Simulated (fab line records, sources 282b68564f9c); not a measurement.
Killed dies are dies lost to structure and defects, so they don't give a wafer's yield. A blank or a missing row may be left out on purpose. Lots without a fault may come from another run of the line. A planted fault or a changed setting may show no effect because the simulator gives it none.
fab line records | flow rit_cmos
record lots=7 wafers=21 last_day=7
route steps=202 shown NRETRO@57 PRETRO@64 M1@202
lots that met no fault: from a run of the same line without faults
start_h: hours from the record's first day to the start of the lot's first wafer shown | wait_h: hours since the lot's step before | " the same as in the row above | L1.1+2: a row that stands for several wafers | - no value, or no start given | * or withheld: withheld | < > ~ a bound
route shown NAME@n: a module of which the file shows steps, and the number in the route of the first | usual: mean/standard deviation of fault-free wafers | same: alike in all rows | chamber/n: place in a boat | sites: the reading at each site | _std_site: their standard deviation | _edge_site: outer sites' mean less inner sites' | radius_mm: how far each site lies from the wafer's centre | mask NAME#n: copy n | behind: the tool/chamber that last shaped the wafer | hold: why the lot was held/for how many hours/how that ended | device: the transistor (n, p or np) that didn't switch | end of line: the same wafers' tests at the end of the route | a step without rows: its recipe alone | killed: dies lost to structure and defects at the first sort, not the wafer's yield | map: a wafer's dies, x killed, . not, _ none there
set.NAME: the setting as run; set.NAME@STEP: as run at that earlier step | model.NAME: the simulator's own value behind a step, which no gauge read
lots at some steps of the route; a table a step, a row a wafer
services: from which hour (start_h, from the record's first day; less than 0 if before it) a tool's chamber was out of use, for how many hours, and why
## steps
# step RIT_NRETRO_PEB_04
# recipe resist=NOVOLAK temp_c=withheld time_s=withheld
# step RIT_NRETRO_DEVELOP_05
# recipe resist=NOVOLAK develop_time_s=68 dev_temp_c=23
# step RIT_NRETRO_OVL_MEAS_06
# usual NRETRO_OVL=-1.2/1.5
# columns lot.wafer tool chamber start_h wait_h NRETRO_OVL[nm]
L896.3 overlay-01 - 30.75 - 0.7
L896.4 " - " " -1.2
L896.6 " - " " 0.6
L899.1 overlay-01 - 44.53 - 0.4
L899.4 " - " " 1.3
L899.6 " - " " 0.6
L907.1 overlay-02 - 85.23 - 1.3
L907.2 " - " " 1.3
L907.4 " - " " 1.2
L908.1 overlay-01 - 89.53 - -0.7
L908.2 " - " " -1.3
L908.6 " - " " -1.1
L914.1 overlay-01 - 118.88 - 0.1
L914.5 " - " " 0.6
L914.6 " - " " -0.4
L915.3 overlay-02 - 124.02 - -4.3
L915.4 " - " " -4.1
L915.6 " - " " -2.1
L916.1 overlay-02 - 129.59 - -2.0
L916.5 " - " " -2.1
L916.6 " - " " -1.8
# step RIT_NRETRO_HARDBAKE_07
# recipe resist=NOVOLAK temp_c=140 time_s=120
# step RIT_NRETRO_IMPLANT_08
# recipe species=P energy_kev=70 dose_cm2=1e+13 tilt_deg=7
# step RIT_NRETRO_STRIP_09
# recipe chemistry=O2 time_s=180 resist=NOVOLAK platen_temp_c=withheld power_w=500 pressure_mtorr=4000 o2_flow_sccm=4000
# usual drypump_motor_current_A=5.5/0.35
# columns lot.wafer tool chamber start_h wait_h drypump_motor_current_A rf_hours_counter_h
L896.3 plasma_asher-02 0 31.23 0.1 6.1 -
L896.4 " 1 " " 5.5 -
L896.6 " 0 " " 6.1 -
L899.1 plasma_asher-02 1 44.97 0.1 5.5 39
L899.4 " 0 " " 6.1 -
L899.6 " 0 " " 6.1 -
L907.1 plasma_asher-03 0 85.66 0.1 5.4 46
L907.2 " 1 " " 5.1 46
L907.4 " 1 " " 5.1 -
L908.1 plasma_asher-03 1 89.97 0.1 5.1 47
L908.2 " 0 " " 5.4 47
L908.6 " 1 " " 5.1 -
L914.1 plasma_asher-04 1 119.31 0.1 5.2 33
L914.5 " 0 " " 5.5 -
L914.6 " 1 " " 5.3 -
L915.3 plasma_asher-02 0 124.50 0.1 6.1 -
L915.4 " 1 " " 5.5 -
L915.6 " 0 " " 6.1 -
L916.1 plasma_asher-03 0 130.02 0.1 5.4 51
L916.5 " 0 " " 5.4 -
L916.6 " 1 " " 5.1 -
# step RIT_NRETRO_TW_MEAS_10
# usual NRETRO_TW=1053/6.9
# columns lot.wafer tool chamber start_h wait_h NRETRO_TW
L896.3 film_metro-03 - 31.37 0.1 1046
L896.4 " - " " 1046
L896.6 " - " " 1043
L899.1 film_metro-03 - 45.14 0.1 1049
L899.4 " - " " 1042
L899.6 " - " " 1038
L907.1 film_metro-01 - 85.84 0.1 1052
L907.2 " - " " 1060
L907.4 " - " " 1058
L908.1 film_metro-04 - 90.14 0.1 1055
L908.2 " - " " 1052
L908.6 " - " " 1051
L914.1 film_metro-04 - 119.49 0.1 1057
L914.5 " - " " 1058
L914.6 " - " " 1053
L915.3 film_metro-03 - 124.64 0.1 1046
L915.4 " - " " 1041
L915.6 " - " " 1044
L916.1 film_metro-04 - 130.20 0.1 1061
L916.5 " - " " 1055
L916.6 " - " " 1057
# step RIT_PRETRO_HMDS_00
# recipe prime_time_s=60 prime_temp_c=140
# step RIT_PRETRO_COAT_01
# recipe resist=NOVOLAK spin_rpm=2000 resist_thk_nm=1300
# step RIT_PRETRO_SOFTBAKE_02
# recipe resist=NOVOLAK temp_c=90 time_s=60
# step RIT_PRETRO_EXPOSE_03
# recipe mask_id=M5 na=0.57 target_cd_nm=43700 dose_mj=250
# step RIT_PRETRO_PEB_04
# recipe resist=NOVOLAK temp_c=withheld time_s=withheld
# step RIT_PRETRO_DEVELOP_05
# recipe resist=NOVOLAK develop_time_s=68 dev_temp_c=23
# usual developer_temp_C=23.01/0.095
# columns lot.wafer tool chamber start_h wait_h developer_temp_C
L896.3 litho_track-01 0 32 - 23.05
L896.4 " 0 " " 22.91
L896.6 " 0 " " 23.04
L899.1 litho_track-04 0 45 - 23.04
L899.4 " 0 46 - 22.97
L899.6 " 0 " " 22.87
L907.1 litho_track-02 0 86 - 23.12
L907.2 " 0 " " 23.08
L907.4 " 0 " " 23.06
L908.1 litho_track-04 0 91 - 22.96
L908.2 " 0 " " 23.03
L908.6 " 0 " " 23.16
L914.1 litho_track-02 0 120 - 25.42
L914.5 " 0 " " 25.31
L914.6 " 0 " " 25.23
L915.3 litho_track-02 0 125 - 25.31
L915.4 " 0 " " 25.35
L915.6 " 0 " " 25.39
L916.1 litho_track-02 0 130 - 25.31
L916.5 " 0 131 - 25.40
L916.6 " 0 " " 25.35
# step RIT_PRETRO_OVL_MEAS_06
# usual PRETRO_OVL=0.8/1.3
# columns lot.wafer tool chamber start_h wait_h PRETRO_OVL[nm]
L896.3 overlay-02 - 32.46 - 0.8
L896.4 " - " " 0.5
L896.6 " - " " 1.2
L899.1 overlay-02 - 46.08 - -1.8
L899.4 " - " " 1.6
L899.6 " - " " 0.2
L907.1 overlay-01 - 86.78 - -0.3
L907.2 " - " " 2.4
L907.4 " - " " 2.2
L908.1 overlay-01 - 91.21 - 0.9
L908.2 " - " " -1.8
L908.6 " - " " 0.7
L914.1 overlay-02 - 120.43 - -1.7
L914.5 " - " " -0.3
L914.6 " - " " 0.1
L915.3 overlay-02 - 125.57 - 1.1
L915.4 " - " " -0.3
L915.6 " - " " 0.7
L916.1 overlay-02 - 131.14 - 1.4
L916.5 " - " " 1.9
L916.6 " - " " 0.4
# step RIT_M1_PROBE_99
# usual killed_at_contacts=0.1/0.31 killed_at_front_end=7/3.1 killed_dies=7/3.1 killed_open=3.3/1.9 killed_short=3.3/2
# same gross_dies=264 killed_at_M0_to_M3=0 killed_at_M4_up=0 killed_at_back_side=0 killed_at_other=0
# columns lot.wafer tool chamber start_h wait_h killed_at_contacts killed_at_front_end killed_dies killed_open killed_short
L899.1 prober-01 - 71.26 0.1 0 5 5 0 5
L899.4 prober-01 - 71.41 0.2 0 17 17 9 8
L899.6 prober-01 - 71.51 0.2 0 14 14 6 8
L907.1 prober-01 - 112.50 0.1 0 10 10 6 4
L907.2 prober-01 - 112.55 0.1 0 15 15 9 6
L907.4 prober-01 - 112.65 0.2 0 4 4 1 3
L914.1 prober-01 - 147.02 0.1 0 9 9 5 4
L914.5 prober-01 - 147.22 0.2 0 6 6 4 2
L914.6 prober-01 - 147.27 0.2 0 6 6 2 4
L915.3 prober-01 - 153.54 0.2 0 5 5 2 3
L915.4 prober-01 - 153.59 0.2 0 8 8 6 2
L915.6 prober-01 - 153.69 0.2 0 14 14 6 8
L916.1 prober-01 - 158.56 0.1 0 3 3 1 2
L916.5 prober-01 - 158.76 0.2 0 2 2 1 1
L916.6 prober-01 - 158.81 0.2 0 14 14 5 9
# killed by level:class
L899.1 FOX2:geometric_particle:short=2 GATE:geometric_particle:short=2 SILICIDE:geometric_particle:short=1
L899.4 GATE:geometric_particle:open=6 GATE:geometric_particle:short=3 FOX2:geometric_particle:short=2 SPACER:geometric_particle:short=2 FOX1:geometric_particle:short=1 FOX1:geometric_particle:open=1 FOX2:geometric_particle:open=1 SPACER:geometric_particle:open=1
L899.6 SILICIDE:geometric_particle:open=3 FOX2:geometric_particle:short=2 FOX2:geometric_particle:open=2 REOX:geometric_particle:short=2 SPACER:geometric_particle:short=2 FOX1:geometric_particle:short=1 FOX1:geometric_particle:open=1 SILICIDE:geometric_particle:short=1
L907.1 GATE:geometric_particle:open=4 GATE:geometric_particle:short=3 SPACER:geometric_particle:open=2 SPACER:geometric_particle:short=1
L907.2 FOX1:geometric_particle:open=3 GATE:geometric_particle:short=3 GATE:geometric_particle:open=2 SPACER:geometric_particle:open=2 FOX1:geometric_particle:short=1 SPACER:geometric_particle:short=1 FOX2:geometric_particle:open=1 REOX:geometric_particle:open=1
L907.4 GATE:geometric_particle:short=2 SPACER:geometric_particle:short=1 SILICIDE:geometric_particle:open=1
L914.1 REOX:geometric_particle:open=2 FOX1:geometric_particle:open=1 FOX1:geometric_particle:short=1 GATE:geometric_particle:short=1 GATE:geometric_particle:open=1 REOX:geometric_particle:short=1 SPACER:geometric_particle:short=1 SILICIDE:geometric_particle:open=1
L914.5 FOX1:geometric_particle:open=1 FOX2:geometric_particle:open=1 REOX:geometric_particle:short=1 REOX:geometric_particle:open=1 SPACER:geometric_particle:short=1 SILICIDE:geometric_particle:open=1
L914.6 GATE:geometric_particle:short=2 REOX:geometric_particle:short=1 REOX:geometric_particle:open=1 SPACER:geometric_particle:open=1 SILICIDE:geometric_particle:short=1
L915.3 FOX1:geometric_particle:open=1 FOX1:geometric_particle:short=1 FOX2:geometric_particle:short=1 GATE:geometric_particle:short=1 SPACER:geometric_particle:open=1
L915.4 GATE:geometric_particle:open=3 FOX1:geometric_particle:open=1 FOX2:geometric_particle:short=1 FOX2:geometric_particle:open=1 REOX:geometric_particle:short=1 SILICIDE:geometric_particle:open=1
L915.6 FOX1:geometric_particle:open=3 REOX:geometric_particle:short=3 FOX2:geometric_particle:short=2 GATE:geometric_particle:short=2 FOX1:geometric_particle:short=1 FOX2:geometric_particle:open=1 REOX:geometric_particle:open=1 SILICIDE:geometric_particle:open=1
L916.1 GATE:geometric_particle:short=2 GATE:geometric_particle:open=1
L916.5 FOX1:geometric_particle:open=1 REOX:geometric_particle:short=1
L916.6 GATE:geometric_particle:short=5 SILICIDE:geometric_particle:open=3 GATE:geometric_particle:open=2 SILICIDE:geometric_particle:short=2 FOX1:geometric_particle:short=1 SPACER:geometric_particle:short=1
## services
# columns tool chamber start_h hours kind
plasma_asher-04 - 30.02 10.5 repair
## key
first_sign step=RIT_PRETRO_DEVELOP_05 reading=developer_temp_C direction=up sigmas=25 usual=* struck=*
effect none on later readings
met_at RIT_PRETRO_DEVELOP_05
struck_wafers L914.1,L914.5,L914.6,L915.3,L915.4,L915.6,L916.1,L916.5,L916.6
tester_left_out L914,L915,L916
onset_between 86 120
fault kind=process_parameter_drift tool=litho_track-02 chamber=- onset_h=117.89 steps=RIT_PRETRO_DEVELOP_05 channel=dev_temp_c offset=* shape=step end_h=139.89 acts_in=* stated=*
# tester_left_out: of these lots the tester's yield and bins aren't shown, on N5 and GAA mostly nor the transistor test; their killed dies are dies lost to structure and defects alone, not to doping, threshold or leakage, so they don't give the yield
